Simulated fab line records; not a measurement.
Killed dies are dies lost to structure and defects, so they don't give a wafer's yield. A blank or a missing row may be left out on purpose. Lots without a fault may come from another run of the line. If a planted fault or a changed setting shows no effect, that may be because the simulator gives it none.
Which of the tools did it? | flow rit_cmos | Sampling: 14 lots, 42 wafers, 2 of 202 route steps

== WHAT EACH GAUGE READ, for each wafer ==
RIT_M1_OVL_MEAS_10.
lot  | measured    | on         | M1_OVL (nm)
L618 | day 3 10:22 | overlay-02 | 1.0 1.9 0.5
L619 | day 3 15:53 | overlay-01 | 0.1 0.6 -2.5
L620 | day 3 17:42 | overlay-01 | 0.8 0.3 0.8
L621 | day 3 22:07 | overlay-01 | 1.0 0.7 0.5
L623 | day 4 11:47 | overlay-02 | 3.7 0.9 1.6
L626 | day 5 03:05 | overlay-02 | -1.8 -2.2 -2.1
L628 | day 5 15:40 | overlay-02 | 304.2 304.7 305.8
L630 | day 5 23:31 | overlay-01 | 4.3 4.3 3.5
L632 | day 6 10:41 | overlay-01 | 304.0 304.2 304.8
L635 | day 7 01:12 | overlay-02 | 4.4 3.7 4.0
L636 | day 7 02:40 | overlay-01 | 1.6 2.8 2.7
L637 | day 7 07:59 | overlay-02 | 1.6 -0.5 0.3
L638 | day 7 14:23 | overlay-01 | 2.2 2.9 1.9
L641 | day 8 06:01 | overlay-02 | 1.3 1.1 0.6

== WHICH TOOL RAN EACH LOT (tool, then ch and the chambers of the sampled wafers, then the start) ==
lot  | RIT_M1_EXPOSE_06
L618 | iline_stepper-01 ch 0, day 3 09:40
L619 | iline_stepper-02 ch 0, day 3 15:13
L620 | iline_stepper-01 ch 0, day 3 17:09
L621 | iline_stepper-02 ch 0, day 3 21:34
L623 | iline_stepper-01 ch 0, day 4 11:14
L626 | iline_stepper-02 ch 0, day 5 02:32
L628 | iline_stepper-02 ch 0, day 5 15:07
L630 | iline_stepper-01 ch 0, day 5 22:57
L632 | iline_stepper-02 ch 0, day 6 10:10
L635 | iline_stepper-01 ch 0, day 7 00:39
L636 | iline_stepper-01 ch 0, day 7 02:07
L637 | iline_stepper-01 ch 0, day 7 07:27
L638 | iline_stepper-01 ch 0, day 7 13:50
L641 | iline_stepper-01 ch 0, day 8 05:28
- RIT_M1_EXPOSE_06: exposes mask M12, target cd 2600 nm.

== AS READ BY THE TOOLS THEMSELVES (means over the sampled wafers that have a number; for cases with no such wafer, the mark the record gives instead) ==
The record holds no such reading with a usual standard deviation.

== THE ANSWER, worked out from the rows above alone ==
Rule: the usual values come from the lots themselves. Put in order of their means at a reading, lots are off if they are a third of the lots or fewer, leave a main group of 4 or more, and stand apart from it by a gap of 3 or more times the standard deviation of the main group's means; of several such gaps the widest counts. The tables above print the reading to a certain number of digits; a main group whose means all agree to those digits is not used. A lot without any number at a reading at which 4 lots or more have one is off too. All remaining lots with rows at the step are treated as sound. After the gauges, taken in route order, come the tools' own readings; for these a lot's mean is taken, as printed above. The first step at which some lot is off is used, and at that step the reading that is off furthest; a lot without a number counts as furthest.
Off: L628, L632, at RIT_M1_OVL_MEAS_10 (M1_OVL). The main group has a mean of 1.3 nm with a standard deviation of 1.7.
A tool fits if, at a process step before that reading, it ran every lot that is off, and no sound lot after the first of them. The gauges at RIT_M1_OVL_MEAS_10 are tried like those tools. One fits: iline_stepper-02 at RIT_M1_EXPOSE_06. A fault onset in the window from L626 (day 5 02:32, its last sound lot) to L628 (day 5 15:07, its first lot off) fits.

== WHAT WAS PUT IN BY THE SIMULATOR ==
Scanner matching overlay: iline_stepper-02, from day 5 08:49 on, at RIT_M1_EXPOSE_06. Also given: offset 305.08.
Struck lots among those shown: L628, L632. This agrees with what the rule above found.
